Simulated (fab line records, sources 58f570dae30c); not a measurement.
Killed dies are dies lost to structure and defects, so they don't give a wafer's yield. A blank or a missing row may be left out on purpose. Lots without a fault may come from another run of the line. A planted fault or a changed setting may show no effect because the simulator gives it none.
Split-lot experiment | flow berkeley_cmos170 | 5 lots, 23 wafers read, on a route of 331 steps

THE SPLIT
At UCB170_SILICIDE_SPUTTER_01 (material Ti, target thk 30 nm, time 25 s), the setting time_s was moved away from the recipe's 25 s on 12 of the 23 wafers read, by -12.1% to +7.5%. The other wafers ran this setting at the recipe's value.

FROM THE SPLIT TO THE READING: what the file shows between them, 1 step
- UCB170_SILICIDE_RS_MEAS_02: measures by four-point-probe

THE READING
SILICIDE_TI_THK, in nm, at UCB170_SILICIDE_THK_MEAS_03 (measures by xrf). Fault-free wafers of this fab line usually give 30.1 nm, standard deviation 0.35 nm.

wafer  | tool, chamber at the split | time_s as run, s | against the recipe | SILICIDE_TI_THK, nm | against lot-mates on the recipe
L075.1 | pvd_sputter-03, -          | 26.88            | +7.5%              | 32.3                | +2.1
L075.2 | pvd_sputter-03, -          | 26.88            | +7.5%              | 32.9                | +2.7
L075.3 | pvd_sputter-03, -          | 26.88            | +7.5%              | 32.5                | +2.3
L075.4 | pvd_sputter-03, -          | 25               | recipe             | 30.1                | -
L075.5 | pvd_sputter-03, -          | 25               | recipe             | 30.3                | -
L074.2 | pvd_sputter-02, -          | 25               | recipe             | 30.1                | -
L074.3 | pvd_sputter-02, -          | 25               | recipe             | 29.9                | -
L074.4 | pvd_sputter-02, -          | 22.79            | -8.8%              | 26.9                | -3.1
L074.5 | pvd_sputter-02, -          | 22.79            | -8.8%              | 27.4                | -2.6
L074.6 | pvd_sputter-02, -          | 22.79            | -8.8%              | 27.5                | -2.5
L077.1 | pvd_sputter-03, -          | 25               | recipe             | 30.4                | -
L077.2 | pvd_sputter-03, -          | 25               | recipe             | 30.7                | -
L077.3 | pvd_sputter-03, -          | 26.34            | +5.4%              | 31.8                | +1.3
L077.4 | pvd_sputter-03, -          | 26.34            | +5.4%              | 32.0                | +1.5
L077.6 | pvd_sputter-03, -          | 26.34            | +5.4%              | 31.9                | +1.4
L076.1 | pvd_sputter-04, -          | 25               | recipe             | 29.9                | -
L076.2 | pvd_sputter-04, -          | 25               | recipe             | 30.1                | -
L076.3 | pvd_sputter-04, -          | 21.98            | -12.1%             | 25.9                | -4.1
L076.5 | pvd_sputter-04, -          | 21.98            | -12.1%             | 26.1                | -3.9
L076.6 | pvd_sputter-04, -          | 21.98            | -12.1%             | 26.4                | -3.6
L079.2 | pvd_sputter-02, -          | 25               | recipe             | 29.5                | -
L079.4 | pvd_sputter-02, -          | 25               | recipe             | 29.4                | -
L079.6 | pvd_sputter-02, -          | 25               | recipe             | 30.1                | -

THE FIT
A straight line over all 23 wafers: SILICIDE_TI_THK changes by +0.327 nm for each +1% of time_s; r = +0.99; the points scatter about the line by 0.31 nm.
The same after taking each lot's own level away (the mean of its wafers on the recipe; 23 wafers): +0.309 nm for each +1%; r = +0.99; scatter 0.24 nm.
On that fit, the largest move of time_s shifts the reading by 3.7 nm.
The lots' own levels span 29.67 to 30.55 nm, that is 2.5 times the standard deviation above.
So the lot-to-lot level changes the slope little: the two slopes agree.
Check: with one of the wafers moved furthest among these (-12.1%) left out of the fit, the line predicts -3.71 nm for it against its lot-mates. It came out at -4.1 nm against them.

THE WHOLE CHAIN: every reading that the file lists as answering this split, in the file's order
step                        | what it does                             | reading                                                                           | change (the file's fit)               | r (the file's)
UCB170_SILICIDE_SPUTTER_01  | material Ti, target thk 30 nm, time 25 s | Ti_of_SILICIDE_SPUTTER_01.thk_nm (the simulator's own value, which no gauge read) | +0.307 nm for each +1% of the setting | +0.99
UCB170_SILICIDE_RS_MEAS_02  | measures by four-point-probe             | SILICIDE_TI_RS                                                                    | -0.341 for each +1% of the setting    | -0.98
UCB170_SILICIDE_THK_MEAS_03 | measures by xrf                          | SILICIDE_TI_THK                                                                   | +0.31 for each +1% of the setting     | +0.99
UCB170_M3_PROBE_99          |                                          | etest.ppoly_line.line_ohm_um (the simulator's own value, which no gauge read)     | -0.152 for each +1% of the setting    | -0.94
UCB170_M3_PROBE_99          |                                          | etest.npoly_line.line_ohm_um (the simulator's own value, which no gauge read)     | -0.119 for each +1% of the setting    | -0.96
UCB170_M3_PROBE_99          |                                          | etest.ppoly_line.rs_ohm_sq (the simulator's own value, which no gauge read)       | -0.0463 for each +1% of the setting   | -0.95

THE FILE'S OWN FIT
SILICIDE_TI_THK changes by +0.31 nm for each +1% of time_s, r = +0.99.
